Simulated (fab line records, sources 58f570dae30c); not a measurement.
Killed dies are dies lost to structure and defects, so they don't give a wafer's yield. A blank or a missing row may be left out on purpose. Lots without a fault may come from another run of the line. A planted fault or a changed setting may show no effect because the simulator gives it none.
One fault seen from 2 desks | flow berkeley_cmos170 | each desk has only its own numbers; what lay behind them comes last

THE METROLOGY DESK
What the gauges read, lot by lot, whatever tool the lot ran on: means of the sampled wafers that have a number. A lot is out of limits, marked OUT, if its mean lies more than 4 standard deviations from the usual mean; the brackets give that distance.
Columns: A = NWELL_TW at UCB170_NWELL_TW_MEAS_16, usual 1251; B = ACTIVE_OXIDE_THK at UCB170_ACTIVE_THK_MEAS_03, usual 26.3 nm; C = ACTIVE_NITRIDE_THK at UCB170_ACTIVE_THK_MEAS_06, usual 221.1 nm; D = FIELD_OXIDE_LEFT_1_THK at UCB170_FIELD_THK_MEAS_90, usual 440 nm
lot  | first seen here | A              | B    | C     | D
L680 | day 2 06:13     | 1253           | 26.3 | 221.9 | 434
L683 | day 2 18:52     | 1254           | 26.1 | 221.2 | 448
L682 | day 2 19:10     | 1247           | 26.6 | 217.6 | 435
L686 | day 3 07:44     | 1423 (+14) OUT | 26.2 | 218.6 | 423
L688 | day 4 03:17     | 1454 (+17) OUT | 27.0 | 222.2 | 442
L695 | day 5 14:00     | 1261           | 26.4 | 216.5 | 459
L696 | day 5 14:16     | 1238           | 26.1 | 221.6 | 439
L694 | day 5 14:35     | 1243           | 25.6 | 220.2 | 427
L697 | day 5 21:11     | 1238           | 26.0 | 222.8 | 441
L699 | day 6 05:57     | 1268           | 26.9 | 221.3 | 446
L700 | day 6 11:41     | 1246           | 27.0 | 220.7 | 446
L701 | day 6 19:01     | 1261           | 26.0 | 225.3 | 447
L702 | day 6 22:20     | 1236           | 26.3 | 223.9 | 440
L703 | day 7 07:39     | 1252           | 25.8 | 223.2 | 446
This desk's finding: out of limits on L686, L688; first on L686, day 3 07:44 (NWELL_TW at UCB170_NWELL_TW_MEAS_16). In limits: L680, L683, L682, L695, L696, L694, L697, L699, L700, L701, L702, L703.

THE TOOL OWNER'S DESK: implanter-03
The tool's own readings at UCB170_NWELL_IMPLANT_14: means of the sampled wafers that have a number, for each lot that ran on this tool. A lot is out of limits, marked OUT, if its mean lies more than 4 standard deviations from the usual mean; the brackets give that distance.
Columns: A = dose_ions_cm2 at UCB170_NWELL_IMPLANT_14, usual 1.0002e+13; B = faraday_current_uA at UCB170_NWELL_IMPLANT_14, usual 31.7; C = tilt_deg at UCB170_NWELL_IMPLANT_14, usual 6.999 degrees
lot  | first seen here | A                            | B              | C
L682 | day 2 18:56     | 1.0001e+13                   | 31.3           | 7.022
L686 | day 3 07:31     | 1.5406e+13 (+99 or more) OUT | 49.3 (+28) OUT | 6.996
L688 | day 4 03:02     | 1.5405e+13 (+99 or more) OUT | 48.8 (+28) OUT | 7.026
L699 | day 6 05:42     | 1.0010e+13                   | 31.4           | 6.999
This desk's finding: out of limits on L686, L688; first on L686, day 3 07:31 (dose_ions_cm2 at UCB170_NWELL_IMPLANT_14). In limits: L682, L699.

PUT TOGETHER
The tool owner's desk could have raised an alarm at day 3 07:31, on L686, L688.
The metrology desk could have raised an alarm at day 3 07:44, on L686, L688.
Of the lots named, all ran UCB170_NWELL_IMPLANT_14 on implanter-03.

WHAT THE SIMULATOR HAD PUT IN
Process parameter drift: implanter-03, from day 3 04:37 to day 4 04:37, at UCB170_NWELL_IMPLANT_14. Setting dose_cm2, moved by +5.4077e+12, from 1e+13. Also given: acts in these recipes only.
Lots struck among those shown: L686, L688.
Hours from the fault's start to each desk's first reading out of limits: the tool owner's desk, 3; the metrology desk, 3.
